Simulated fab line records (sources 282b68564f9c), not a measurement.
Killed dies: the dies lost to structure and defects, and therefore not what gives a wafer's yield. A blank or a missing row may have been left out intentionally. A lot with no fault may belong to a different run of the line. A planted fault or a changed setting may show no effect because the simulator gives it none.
fab line records	flow ritCmos
[record] lots = 6	wafers = 18	lastDay = 7
route steps=202 shown ACTIVE@1 FOX1@20 FOX2@23 NWELL@28 PWELL@39 SILICIDE@161 M1@202
lots untouched by any fault: they come from a run of this same line in which no faults occurred
startH: start of the lot's first displayed wafer, in hours after the record's first day	waitH: hours elapsed since this lot's preceding step	" repeats the value in the row above	L1.1+2: a single row standing in for several wafers	- either no value or no given start	* or withheld: withheld	< > ~ a bound
route shown NAME@n: a module of which the file shows steps, and the number in the route of the first	usual: mean/standard deviation taken from wafers without a fault	same: alike in all rows	chamber/n: place in a boat	sites: per-site readings	_std_site: how widely they spread, as a standard deviation	_edge_site: the outer-site mean with the inner-site mean subtracted	radiusMm: for every site, how far away it sits from the centre of the wafer	mask NAME#n: copy n	behind: the most recent tool/chamber to have shaped the wafer	hold: what put the lot on hold/how long, in hours/how the hold closed	device: transistor that didn't switch, given as n, p or np	end of line: the route-end tests of the same wafers	a step given without rows: its recipe and nothing more	killed: dies that structure and defects cost at the first sort, which is not the same as the wafer's yield	map: a wafer's dies, x killed, . not, _ none there
set.NAME: the setting the step ran with; set.NAME@STEP: the setting that earlier step ran with	model.NAME: the simulator's own value behind a step, which no gauge read
certain route steps with their lots: each step a table, each wafer a row
services: a tool's chamber out of use, with start hour (startH, from the record's first day; less than 0 if before it), hours out, and reason
[[steps]]
[step RIT_ACTIVE_BOW_MEAS_00]
[recipe] mode = bow
[usual] INCOMING_BOW = 0/7.5
lot.wafer	tool	chamber	startH	waitH	INCOMING_BOW[um]
L349.1	filmMetro-02	-	10.00	-	4
L349.2	"	-	"	"	8
L349.5	"	-	"	"	-5
L351.2	filmMetro-04	-	20.02	-	4
L351.3	"	-	"	"	21
L351.5	"	-	"	"	-6
L361.3	filmMetro-04	-	70.04	-	8
L361.4	"	-	"	"	-9
L361.5	"	-	"	"	-5
L362.4	filmMetro-02	-	75.06	-	-4
L362.5	"	-	"	"	-10
L362.6	"	-	"	"	9
L368.1	filmMetro-04	-	105.00	-	-4
L368.4	"	-	"	"	9
L368.5	"	-	"	"	13
L371.2	filmMetro-02	-	120.02	-	7
L371.5	"	-	"	"	-5
L371.6	"	-	"	"	14
[step RIT_ACTIVE_OXIDATION_01]
[recipe] tempC = 1000	ambient = O2	targetThkA = 468	oxTimeS = 3288
[step RIT_ACTIVE_THK_MEAS_02]
[recipe] reads = SiO2_of_ACTIVE_OXIDATION_01
[usual] ACTIVE_OXIDE_THK = 46.0/0.84
lot.wafer	tool	chamber	startH	waitH	ACTIVE_OXIDE_THK[nm]
L349.1	filmMetro-03	-	12.06	0.0	45.0
L349.2	"	-	"	"	45.4
L349.5	"	-	"	"	44.5
L351.2	filmMetro-03	-	22.31	0.0	47.1
L351.3	"	-	"	"	47.4
L351.5	"	-	"	"	46.7
L361.3	filmMetro-02	-	74.33	0.0	46.9
L361.4	"	-	"	"	47.5
L361.5	"	-	"	"	47.7
L362.4	filmMetro-03	-	77.08	0.0	45.3
L362.5	"	-	"	"	45.4
L362.6	"	-	"	"	45.1
L368.1	filmMetro-04	-	107.55	0.0	45.4
L368.4	"	-	"	"	45.0
L368.5	"	-	"	"	45.2
L371.2	filmMetro-02	-	122.13	0.0	45.4
L371.5	"	-	"	"	45.5
L371.6	"	-	"	"	44.5
[step RIT_ACTIVE_CVD_03]
[recipe] material = Si3N4	targetThkNm = 150	tempC = 810	precursor = SiH2Cl2/NH3	timeS = 1500	pressureMtorr = 300	sih2cl2FlowSccm = 60	nh3FlowSccm = 150
[step RIT_ACTIVE_THK_MEAS_04]
[recipe] reads = Si3N4_of_ACTIVE_CVD_03
[usual] ACTIVE_NITRIDE_THK = 149.1/1.4
lot.wafer	tool	chamber	startH	waitH	ACTIVE_NITRIDE_THK[nm]
L349.1	filmMetro-04	-	13.53	0.0	151.6
L349.2	"	-	"	"	151.0
L349.5	"	-	"	"	152.4
L351.2	filmMetro-02	-	24.90	0.0	149.5
L351.3	"	-	"	"	149.0
L351.5	"	-	"	"	149.8
L361.3	filmMetro-04	-	75.80	0.0	149.2
L361.4	"	-	"	"	149.8
L361.5	"	-	"	"	150.5
L362.4	filmMetro-02	-	79.15	0.0	150.0
L362.5	"	-	"	"	149.6
L362.6	"	-	"	"	150.2
L368.1	filmMetro-04	-	109.02	0.0	148.4
L368.4	"	-	"	"	149.1
L368.5	"	-	"	"	147.6
L371.2	filmMetro-02	-	123.60	0.0	150.2
L371.5	"	-	"	"	151.6
L371.6	"	-	"	"	149.6
[step RIT_ACTIVE_HMDS_05]
[recipe] primeTimeS = 60	primeTempC = 140
[step RIT_ACTIVE_COAT_06]
[recipe] resist = NOVOLAK	spinRpm = 3226	resistThkNm = 1000
[step RIT_ACTIVE_SOFTBAKE_07]
[recipe] resist = NOVOLAK	tempC = 90	timeS = 60
[step RIT_ACTIVE_EXPOSE_08]
[recipe] maskId = M1	na = 0.6	sourceShape = conventional	sigmaOuter = 0.6	targetCdNm = 1400	doseMj = 225
[step RIT_ACTIVE_PEB_09]
[recipe] resist = NOVOLAK	tempC = withheld	timeS = withheld
[step RIT_ACTIVE_DEVELOP_10]
[recipe] resist = NOVOLAK	developTimeS = 50	devTempC = 23
[usual] developerTempC = 23.00/0.11	exhaustPa = 45.2/0.93
lot.wafer	tool	chamber	startH	waitH	developerTempC	exhaustPa
L349.1	lithoTrack-04	0	14	-	23.05	43.1
L349.2	"	0	"	"	23.10	44.5
L349.5	"	0	"	"	23.22	43.8
L351.2	lithoTrack-04	0	25	-	22.95	44.8
L351.3	"	0	"	"	23.04	44.5
L351.5	"	0	"	"	23.06	45.5
L361.3	lithoTrack-04	0	76	-	25.32	46.1
L361.4	"	0	"	"	25.17	44.1
L361.5	"	0	"	"	25.19	44.5
L362.4	lithoTrack-04	0	79	-	25.28	47.0
L362.5	"	0	"	"	25.18	46.8
L362.6	"	0	80	-	25.25	45.1
L368.1	lithoTrack-03	0	109	-	23.15	46.3
L368.4	"	0	"	"	23.18	45.4
L368.5	"	0	"	"	23.13	45.8
L371.2	lithoTrack-03	0	124	-	22.85	47.3
L371.5	"	0	"	"	22.98	46.0
L371.6	"	0	"	"	22.82	45.9
[step RIT_ACTIVE_CD_MEAS_11]
[recipe] targetCdNm = 1400
[usual] cdNm = 1399.9/2.3
lot.wafer	tool	chamber	startH	waitH	hold	cdNm
L349.1	cdSem-01	-	14.66	-	-	1400.6
L349.2	"	-	"	"	-	1399.2
L349.5	"	-	"	"	-	1400.7
L351.2	cdSem-01	-	25.94	-	-	1396.7
L351.3	"	-	"	"	-	1400.6
L351.5	"	-	"	"	-	1399.4
L361.3	cdSem-02	-	76.73	-	awaitDispo/0.2h/release	1407.6
L361.4	"	-	"	"	awaitDispo/0.2h/release	1408.0
L361.5	"	-	"	"	awaitDispo/0.2h/release	1408.2
L361.3	cdSem-02	-	77.02	0.3	-	1407.9
L361.4	"	-	"	"	-	1408.0
L361.5	"	-	"	"	-	1408.6
L362.4	cdSem-01	-	80.09	-	-	1406.4
L362.5	"	-	"	"	-	1404.9
L362.6	"	-	"	"	-	1405.0
L368.1	cdSem-01	-	109.93	-	-	1401.4
L368.4	"	-	"	"	-	1400.5
L368.5	"	-	"	"	-	1401.3
L371.2	cdSem-01	-	124.52	-	-	1398.7
L371.5	"	-	"	"	-	1399.5
L371.6	"	-	"	"	-	1398.2
[step RIT_ACTIVE_ETCH_13]
[recipe] stopOn = SiO2	chemistry = SF6	target = Si3N4	timeS = 210	overEtchFrac = 0.4	SF6_flow_sccm = 200	pressureMtorr = 260	rfW = 125	targetDepthA = 2100
[usual] drypumpMotorCurrentA = 5.7/0.44	oesProductAu = 0.820/0.012	throttleValvePct = 7.52/0.14
lot.wafer	tool	chamber	startH	waitH	drypumpMotorCurrentA	oesProductAu	rfHoursCounterH	throttleValvePct
L349.1	rieDiel-01	2	14.93	0.1	5.4	0.815	116	7.33
L349.2	"	3	"	"	5.0	0.815	9	7.59
L349.5	"	1	"	"	5.7	0.831	-	7.74
L351.2	rieDiel-02	0	26.19	0.1	5.7	0.815	34	7.50
L351.3	"	3	"	"	5.7	0.823	39	7.30
L351.5	"	1	"	"	5.9	0.845	-	7.52
L362.4	rieDiel-02	3	80.30	0.1	5.6	0.824	40	7.31
L362.5	"	2	"	"	5.7	0.804	-	7.76
L362.6	"	1	"	"	5.9	0.847	-	7.52
L361.3	rieDiel-01	3	81.09	0.3	5.0	0.814	10	7.58
L361.4	"	0	"	"	6.6	0.815	3	7.42
L361.5	"	2	"	"	5.4	0.821	-	7.34
L368.1	rieDiel-03	1	110.20	0.1	5.9	0.804	111	7.60
L368.4	"	0	"	"	5.5	0.828	52	7.60
L368.5	"	1	"	"	5.9	0.807	-	7.61
L371.2	rieDiel-02	3	124.77	0.1	5.7	0.823	41	7.31
L371.5	"	2	"	"	5.8	0.811	-	7.75
L371.6	"	3	"	"	5.7	0.816	-	7.30
[step RIT_ACTIVE_STRIP_14]
[recipe] chemistry = O2	timeS = 180	resist = NOVOLAK	platenTempC = withheld	powerW = 500	pressureMtorr = 4000	o2FlowSccm = 4000
[usual] drypumpMotorCurrentA = 5.85/0.18
lot.wafer	tool	chamber	startH	waitH	drypumpMotorCurrentA	rfHoursCounterH
L349.1	plasmaAsher-01	1	15.06	0.1	5.67	36
L349.2	"	0	"	"	6.12	36
L349.5	"	1	"	"	5.68	-
L351.2	plasmaAsher-01	0	26.33	0.1	6.11	37
L351.3	"	0	"	"	6.10	-
L351.5	"	1	"	"	5.67	-
L362.4	plasmaAsher-03	0	80.49	0.1	5.77	-
L362.5	"	1	"	"	6.02	-
L362.6	"	0	"	"	5.72	-
L361.3	plasmaAsher-01	0	81.55	0.4	6.12	-
L361.4	"	1	"	"	5.64	-
L361.5	"	0	"	"	6.14	-
L368.1	plasmaAsher-02	1	110.34	0.1	5.89	47
L368.4	"	0	"	"	5.75	-
L368.5	"	0	"	"	5.70	-
L371.2	plasmaAsher-01	0	124.91	0.1	6.12	1
L371.5	"	0	"	"	6.12	-
L371.6	"	1	"	"	5.62	-
[step RIT_ACTIVE_CD_MEAS_90]
[recipe] targetCdNm = 1400
[usual] cdNm = 1400.0/2.3
lot.wafer	tool	chamber	startH	waitH	hold	cdNm
L349.1	cdSem-01	-	15.24	0.1	-	1400.9
L349.2	"	-	"	"	-	1399.4
L349.5	"	-	"	"	-	1400.5
L351.2	cdSem-02	-	26.52	0.1	-	1396.7
L351.3	"	-	"	"	-	1400.5
L351.5	"	-	"	"	-	1399.4
L362.4	cdSem-02	-	80.67	0.1	-	1406.5
L362.5	"	-	"	"	-	1405.5
L362.6	"	-	"	"	-	1405.1
L361.3	cdSem-01	-	81.71	0.1	awaitDispo/0.2h/release	1407.7
L361.4	"	-	"	"	awaitDispo/0.2h/release	1408.3
L361.5	"	-	"	"	awaitDispo/0.2h/release	1408.6
L361.3	cdSem-01	-	82.00	0.3	-	1407.6
L361.4	"	-	"	"	-	1407.7
L361.5	"	-	"	"	-	1408.5
L368.1	cdSem-02	-	110.51	0.1	-	1402.0
L368.4	"	-	"	"	-	1400.3
L368.5	"	-	"	"	-	1401.1
L371.2	cdSem-02	-	125.10	0.1	-	1398.4
L371.5	"	-	"	"	-	1399.9
L371.6	"	-	"	"	-	1397.8
[step RIT_ACTIVE_CLEAN_16]
[recipe] chemistry = dHF	dilution = 50:1	timeS = 30
[step RIT_ACTIVE_CLEAN_17]
[recipe] chemistry = SC2	mix = 3:3:50	timeS = 600	tempC = 75	dry = n2Spin
[step RIT_FOX1_OXIDATION_00]
[recipe] tempC = 1100	ambient = H2O	targetThkA = 3507	pH2oTorr = 720	oxTimeS = 1130
[step RIT_FOX1_THK_MEAS_01]
[recipe] reads = SiO2_of_FOX1_OXIDATION_00
[usual] FOX1_OXIDE_THK = 349/8.2
lot.wafer	tool	chamber	startH	waitH	FOX1_OXIDE_THK[nm]
L349.1	filmMetro-01	-	17.55	0.0	343
L349.2	"	-	"	"	342
L349.5	"	-	"	"	348
L351.2	filmMetro-03	-	29.46	0.0	344
L351.3	"	-	"	"	346
L351.5	"	-	"	"	344
L362.4	filmMetro-03	-	82.47	0.0	335
L362.5	"	-	"	"	341
L362.6	"	-	"	"	342
L361.3	filmMetro-01	-	86.36	0.0	342
L361.4	"	-	"	"	338
L361.5	"	-	"	"	339
L368.1	filmMetro-01	-	112.65	0.0	350
L368.4	"	-	"	"	348
L368.5	"	-	"	"	348
L371.2	filmMetro-01	-	130.74	0.0	340
L371.5	"	-	"	"	328
L371.6	"	-	"	"	335
[step RIT_FOX1_WET_ETCH_02]
[recipe] chemistry = BOE	targetDepthNm = 350	timeS = 390	tempC = 21.5	dry = n2Spin	dilution = 10:1	target = SiO2
[step RIT_FOX2_OXIDATION_00]
[recipe] tempC = 1100	ambient = H2O	targetThkA = 3507	pH2oTorr = 720	oxTimeS = 1130
[usual] zonePowerLoadPct = 40.8/2.4
lot.wafer	tool	chamber	startH	waitH	zonePowerLoadPct	model.SiO2_of_FOX2_OXIDATION_00.thkNm
L349.1	furnace-01	0	17.73	0.0	42.5	350.4
L349.2	"	0	"	"	41.9	349.6
L349.5	"	0	"	"	42.0	356.4
L351.2	furnace-01	0	31.29	1.7	42.4	356.3
L351.3	"	0	"	"	41.8	353.5
L351.5	"	0	"	"	42.1	354.1
L362.4	furnace-01	0	82.64	0.0	41.8	346.9
L362.5	"	0	"	"	42.1	347.7
L362.6	"	0	"	"	41.8	345.7
L361.3	furnace-03	0	86.96	0.4	37.1	358.6
L361.4	"	0	"	"	37.4	359.5
L361.5	"	0	"	"	37.7	354
L368.1	furnace-01	0	112.83	0.0	42.1	342.6
L368.4	"	0	"	"	42.2	352
L368.5	"	0	"	"	42.2	349.8
L371.2	furnace-03	0	131.50	0.6	37.8	353.1
L371.5	"	0	"	"	37.3	350.2
L371.6	"	0	"	"	37.5	353.5
[step RIT_FOX2_THK_MEAS_01]
[recipe] reads = SiO2_of_FOX2_OXIDATION_00
[usual] FOX2_OXIDE_THK = 349/6.3
lot.wafer	tool	chamber	startH	waitH	FOX2_OXIDE_THK[nm]
L349.1	filmMetro-01	-	19.04	0.0	351
L349.2	"	-	"	"	349
L349.5	"	-	"	"	357
L351.2	filmMetro-01	-	32.61	0.0	356
L351.3	"	-	"	"	354
L351.5	"	-	"	"	354
L362.4	filmMetro-03	-	83.98	0.0	347
L362.5	"	-	"	"	347
L362.6	"	-	"	"	346
L361.3	filmMetro-01	-	88.29	0.0	359
L361.4	"	-	"	"	359
L361.5	"	-	"	"	354
L368.1	filmMetro-01	-	114.14	0.0	343
L368.4	"	-	"	"	352
L368.5	"	-	"	"	350
L371.2	filmMetro-01	-	132.83	0.0	353
L371.5	"	-	"	"	350
L371.6	"	-	"	"	354
[step RIT_FOX2_CLEAN_02]
[recipe] chemistry = dHF	dilution = 50:1	timeS = 180
[step RIT_FOX2_WET_ETCH_03]
[recipe] chemistry = H3PO4	target = Si3N4	targetDepthNm = 195	tempC = 165	timeS = 2700
[step RIT_FOX2_THK_MEAS_90]
[recipe] reads = SiO2_of_FOX2_OXIDATION_00
[usual] FIELD_OXIDE_LEFT_1_THK = 322/6.2
lot.wafer	tool	chamber	startH	waitH	FIELD_OXIDE_LEFT_1_THK[nm]
L349.1	filmMetro-01	-	19.92	0.0	322
L349.2	"	-	"	"	322
L349.5	"	-	"	"	329
L351.2	filmMetro-02	-	33.49	0.0	329
L351.3	"	-	"	"	326
L351.5	"	-	"	"	327
L362.4	filmMetro-01	-	85.01	0.0	319
L362.5	"	-	"	"	320
L362.6	"	-	"	"	318
L361.3	filmMetro-01	-	89.36	0.0	331
L361.4	"	-	"	"	332
L361.5	"	-	"	"	327
L368.1	filmMetro-01	-	115.03	0.0	315
L368.4	"	-	"	"	325
L368.5	"	-	"	"	322
L371.2	filmMetro-01	-	133.77	0.0	326
L371.5	"	-	"	"	323
L371.6	"	-	"	"	326
[step RIT_NWELL_HMDS_00]
[recipe] primeTimeS = 60	primeTempC = 140
[step RIT_NWELL_COAT_01]
[recipe] resist = NOVOLAK	spinRpm = 2000	resistThkNm = 1300
[step RIT_NWELL_SOFTBAKE_02]
[recipe] resist = NOVOLAK	tempC = 88.75	timeS = 60
[step RIT_NWELL_EXPOSE_03]
[recipe] maskId = M2	na = 0.57	targetCdNm = 43900	doseMj = 250
[step RIT_NWELL_PEB_04]
[recipe] resist = NOVOLAK	tempC = withheld	timeS = withheld
[step RIT_NWELL_DEVELOP_05]
[recipe] resist = NOVOLAK	developTimeS = 68	devTempC = 23
[step RIT_NWELL_OVL_MEAS_06]
[usual] NWELL_OVL = 0.5/1.7
lot.wafer	tool	chamber	startH	waitH	NWELL_OVL[nm]
L349.1	overlay-01	-	20.91	-	-1.2
L349.2	"	-	"	"	-2.4
L349.5	"	-	"	"	-2.7
L351.2	overlay-02	-	34.55	-	2.5
L351.3	"	-	"	"	2.3
L351.5	"	-	"	"	0.4
L362.4	overlay-01	-	85.94	-	-0.9
L362.5	"	-	"	"	-0.5
L362.6	"	-	"	"	-1.4
L361.3	overlay-02	-	91.04	-	1.1
L361.4	"	-	"	"	0.4
L361.5	"	-	"	"	2.5
L368.1	overlay-01	-	115.97	-	2.0
L368.4	"	-	"	"	1.6
L368.5	"	-	"	"	0.2
L371.2	overlay-02	-	134.83	-	3.1
L371.5	"	-	"	"	1.6
L371.6	"	-	"	"	1.5
[step RIT_NWELL_HARDBAKE_07]
[recipe] resist = NOVOLAK	tempC = 140	timeS = 120
[step RIT_NWELL_IMPLANT_08]
[recipe] species = P	energyKev = 170	doseCm2 = 5e+13	tiltDeg = 7
[step RIT_NWELL_STRIP_09]
[recipe] chemistry = O2	timeS = 180	resist = NOVOLAK	platenTempC = withheld	powerW = 500	pressureMtorr = 4000	o2FlowSccm = 4000
[usual] drypumpMotorCurrentA = 5.7/0.31
lot.wafer	tool	chamber	startH	waitH	drypumpMotorCurrentA	rfHoursCounterH
L349.1	plasmaAsher-01	1	21.35	0.1	5.7	37
L349.2	"	0	"	"	6.1	37
L349.5	"	0	"	"	6.1	-
L351.2	plasmaAsher-01	0	34.98	0.1	6.1	38
L351.3	"	0	"	"	6.1	-
L351.5	"	1	"	"	5.7	-
L362.4	plasmaAsher-01	0	86.42	0.1	6.1	-
L362.5	"	1	"	"	5.7	-
L362.6	"	0	"	"	6.1	-
L361.3	plasmaAsher-01	1	91.83	0.1	5.7	-
L361.4	"	0	"	"	6.1	-
L361.5	"	1	"	"	5.7	-
L368.1	plasmaAsher-02	1	116.41	0.1	5.9	48
L368.4	"	1	"	"	5.9	-
L368.5	"	1	"	"	5.9	-
L371.2	plasmaAsher-01	0	135.26	0.1	6.1	2
L371.5	"	1	"	"	5.6	-
L371.6	"	0	"	"	6.1	-
[step RIT_NWELL_TW_MEAS_10]
[usual] NWELL_TW = 2128/25
lot.wafer	tool	chamber	startH	waitH	NWELL_TW
L349.1	filmMetro-01	-	21.52	0.1	2072
L349.2	"	-	"	"	2091
L349.5	"	-	"	"	2085
L351.2	filmMetro-04	-	35.16	0.1	2137
L351.3	"	-	"	"	2145
L351.5	"	-	"	"	2140
L362.4	filmMetro-01	-	86.56	0.1	2112
L362.5	"	-	"	"	2108
L362.6	"	-	"	"	2094
L361.3	filmMetro-02	-	91.97	0.1	2138
L361.4	"	-	"	"	2138
L361.5	"	-	"	"	2142
L368.1	filmMetro-01	-	116.58	0.1	2089
L368.4	"	-	"	"	2095
L368.5	"	-	"	"	2088
L371.2	filmMetro-04	-	135.45	0.1	2163
L371.5	"	-	"	"	2167
L371.6	"	-	"	"	2154
[step RIT_PWELL_HMDS_00]
[recipe] primeTimeS = 60	primeTempC = 140
[step RIT_PWELL_COAT_01]
[recipe] resist = NOVOLAK	spinRpm = 2000	resistThkNm = 1300
[step RIT_SILICIDE_WET_ETCH_00]
[recipe] chemistry = BOE	target = SiO2	targetDepthNm = 14	timeS = 15	dry = n2Spin	dilution = 10:1	tempC = 21.5
lot.wafer	tool	chamber	startH	waitH	model.SiO2_of_FOX2_OXIDATION_00.thkNm
L349.1	wetBench-02	2	55.31	0.1	149.7
L349.2	"	2	"	"	148.3
L349.5	"	2	"	"	155.5
L351.2	wetBench-02	1	66.24	0.1	156.9
L351.3	"	1	"	"	153.5
L351.5	"	1	"	"	153.2
L362.4	wetBench-03	2	117.31	0.0	145.2
L362.5	"	2	"	"	146
L362.6	"	2	"	"	145.6
L361.3	wetBench-01	1	123.49	0.1	158.5
L361.4	"	1	"	"	159
L361.5	"	1	"	"	153.7
L368.1	wetBench-01	3	149.82	0.1	141.6
L368.4	"	3	"	"	150.3
L368.5	"	3	"	"	147.3
L371.2	wetBench-01	0	165.81	0.1	153.5
L371.5	"	0	"	"	150.6
L371.6	"	0	"	"	153
[step RIT_M1_PROBE_99]
[usual] killedAtContacts = 0.1/0.31	killedAtFrontEnd = 8/3.1	killedDies = 8/3.2	killedOpen = 3.9/2.2	killedShort = 3.8/2.1
[same] grossDies = 264	killed_at_M0_to_M3 = 0	killed_at_M4_up = 0	killedAtBackSide = 0	killedAtOther = 0
lot.wafer	tool	chamber	startH	waitH	killedAtContacts	killedAtFrontEnd	killedDies	killedOpen	killedShort
L349.1	prober-02	-	62.30	0.1	0	10	10	6	4
L349.2	prober-02	-	62.35	0.1	0	5	5	3	2
L349.5	prober-02	-	62.50	0.2	0	10	10	5	5
L351.2	prober-02	-	73.47	0.1	0	7	7	4	3
L351.3	prober-02	-	73.52	0.2	1	10	11	7	4
L351.5	prober-02	-	73.62	0.2	0	10	10	5	5
L362.4	prober-01	-	124.39	0.2	0	2	2	1	1
L362.5	prober-01	-	124.44	0.2	0	12	12	7	5
L362.6	prober-01	-	124.49	0.2	0	6	6	4	2
L361.3	prober-02	-	130.41	0.2	0	8	8	5	3
L361.4	prober-02	-	130.46	0.2	0	4	4	2	2
L361.5	prober-02	-	130.51	0.2	1	9	10	5	5
L368.1	prober-01	-	156.98	0.1	0	3	3	1	2
L368.4	prober-01	-	157.13	0.2	0	9	9	5	4
L368.5	prober-01	-	157.18	0.2	0	12	12	2	10
L371.2	prober-02	-	172.85	0.1	0	5	5	4	1
L371.5	prober-02	-	173.00	0.2	0	6	6	2	4
L371.6	prober-02	-	173.05	0.2	0	6	6	3	3
// killed by level:class
L349.1 GATE:geometricParticle:open=2 SPACER:geometricParticle:open=2 FOX1:geometricParticle:open=1 FOX1:geometricParticle:short=1 FOX2:geometricParticle:short=1 REOX:geometricParticle:short=1 REOX:geometricParticle:open=1 SILICIDE:geometricParticle:short=1
L349.2 SILICIDE:geometricParticle:open=3 FOX1:geometricParticle:short=1 FOX2:geometricParticle:short=1
L349.5 FOX1:geometricParticle:short=3 FOX2:geometricParticle:open=3 FOX2:geometricParticle:short=2 GATE:geometricParticle:open=2
L351.2 GATE:geometricParticle:open=2 FOX2:geometricParticle:short=1 REOX:geometricParticle:open=1 REOX:geometricParticle:short=1 SPACER:geometricParticle:open=1 SPACER:geometricParticle:short=1
L351.3 REOX:geometricParticle:open=2 SILICIDE:geometricParticle:open=2 FOX1:geometricParticle:short=1 GATE:geometricParticle:open=1 REOX:geometricParticle:short=1 SPACER:geometricParticle:open=1 SPACER:geometricParticle:short=1 SILICIDE:geometricParticle:short=1
L351.5 SPACER:geometricParticle:open=3 SPACER:geometricParticle:short=2 FOX1:geometricParticle:short=1 GATE:geometricParticle:short=1 GATE:geometricParticle:open=1 REOX:geometricParticle:open=1 REOX:geometricParticle:short=1
L362.4 GATE:geometricParticle:open=1 REOX:geometricParticle:short=1
L362.5 REOX:geometricParticle:short=3 GATE:geometricParticle:open=2 REOX:geometricParticle:open=2 SILICIDE:geometricParticle:short=2 FOX1:geometricParticle:open=1 FOX2:geometricParticle:open=1 SILICIDE:geometricParticle:open=1
L362.6 GATE:geometricParticle:open=4 GATE:geometricParticle:short=1 SILICIDE:geometricParticle:short=1
L361.3 SPACER:geometricParticle:short=3 GATE:geometricParticle:open=2 SILICIDE:geometricParticle:open=2 REOX:geometricParticle:open=1
L361.4 REOX:geometricParticle:open=1 REOX:geometricParticle:short=1 SPACER:geometricParticle:short=1 SILICIDE:geometricParticle:open=1
L361.5 GATE:geometricParticle:open=3 GATE:geometricParticle:short=2 SILICIDE:geometricParticle:open=2 FOX1:geometricParticle:short=1 SPACER:geometricParticle:short=1 CONTACT:geometricParticle:short=1
L368.1 FOX1:geometricParticle:open=1 FOX1:geometricParticle:short=1 SPACER:geometricParticle:short=1
L368.4 GATE:geometricParticle:open=3 SPACER:geometricParticle:short=2 FOX1:geometricParticle:open=1 FOX1:geometricParticle:short=1 GATE:geometricParticle:short=1 SPACER:geometricParticle:open=1
L368.5 GATE:geometricParticle:short=6 FOX1:geometricParticle:short=2 FOX2:geometricParticle:short=1 FOX2:geometricParticle:open=1 GATE:geometricParticle:open=1 SPACER:geometricParticle:short=1
L371.2 FOX1:geometricParticle:open=2 ACTIVE:geometricParticle:short=1 FOX2:geometricParticle:open=1 REOX:geometricParticle:open=1
L371.5 SPACER:geometricParticle:short=3 FOX1:geometricParticle:short=1 FOX2:geometricParticle:open=1 SPACER:geometricParticle:open=1
L371.6 FOX1:geometricParticle:short=2 SPACER:geometricParticle:open=2 REOX:geometricParticle:open=1 REOX:geometricParticle:short=1
[[services]]
tool	chamber	startH	hours	kind
rieDiel-02	1	-9.36	4.8	repair
rieDiel-02	1	-4.52	-	clean
furnace-01	-	-0.48	3.2	pm
furnace-01	-	0.75	7.9	repair
rieDiel-03	-	16.92	0.8	repair
wetBench-01	-	29.57	2.7	repair
wetBench-02	-	33.48	1.9	pm
rieDiel-03	0	48.54	3.1	repair
plasmaAsher-01	-	55.06	1.2	repair
furnace-01	-	56.98	3.1	pm
wetBench-01	-	63.10	2.8	repair
plasmaAsher-02	-	72.75	2.8	pm
rieDiel-03	0	83.63	2.8	repair
plasmaAsher-01	-	108.90	9.0	pm
plasmaAsher-01	0	108.90	9.0	ventCycle
plasmaAsher-01	1	108.90	9.0	ventCycle
rieDiel-01	2	113.30	7.1	repair
plasmaAsher-01	0	117.90	-	clean
plasmaAsher-01	1	117.90	-	clean
rieDiel-01	3	118.74	1.6	repair
wetBench-03	-	118.87	1.9	pm
furnace-03	-	122.54	4.2	pm
furnace-03	-	126.74	3.4	pm
rieDiel-01	0	144.86	6.6	repair
[[key]]
[firstSign] step = RIT_ACTIVE_DEVELOP_10	reading = developerTempC	direction = up	sigmas = 21	usual = *	struck = *
[effect] step = RIT_ACTIVE_CD_MEAS_11	reading = visit	direction = added	through = controlLoop
[effect] step = RIT_ACTIVE_CD_MEAS_90	reading = visit	direction = added	through = controlLoop
[modelEffect] step = RIT_FOX2_OXIDATION_00	value = SiO2_of_FOX2_OXIDATION_00.thkNm	without = 347.1	struck = 352.1
[modelEffect] step = RIT_SILICIDE_WET_ETCH_00	value = SiO2_of_FOX2_OXIDATION_00.thkNm	without = 146.3	struck = 151.3
metAt RIT_ACTIVE_DEVELOP_10
struckWafers L361.3,L361.4,L361.5,L362.4,L362.5,L362.6
testerLeftOut L361,L362
[loopTrim] step = RIT_ACTIVE_EXPOSE_08	setting = dose	lots = L362
onsetBetween 25 76
[fault] kind = processParameterDrift	tool = lithoTrack-04	chamber = -	onsetH = 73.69	steps = RIT_ACTIVE_DEVELOP_10	channel = devTempC	offset = *	shape = step	endH = 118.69	actsIn = *	stated = *
// testerLeftOut: of these lots the tester's yield and bins aren't shown, on N5 and GAA mostly nor the transistor test; their killed dies are dies lost to structure and defects alone, not to doping, threshold or leakage, so they don't give the yield
// loopTrim: a control loop set the setting to another value than it would have without faults
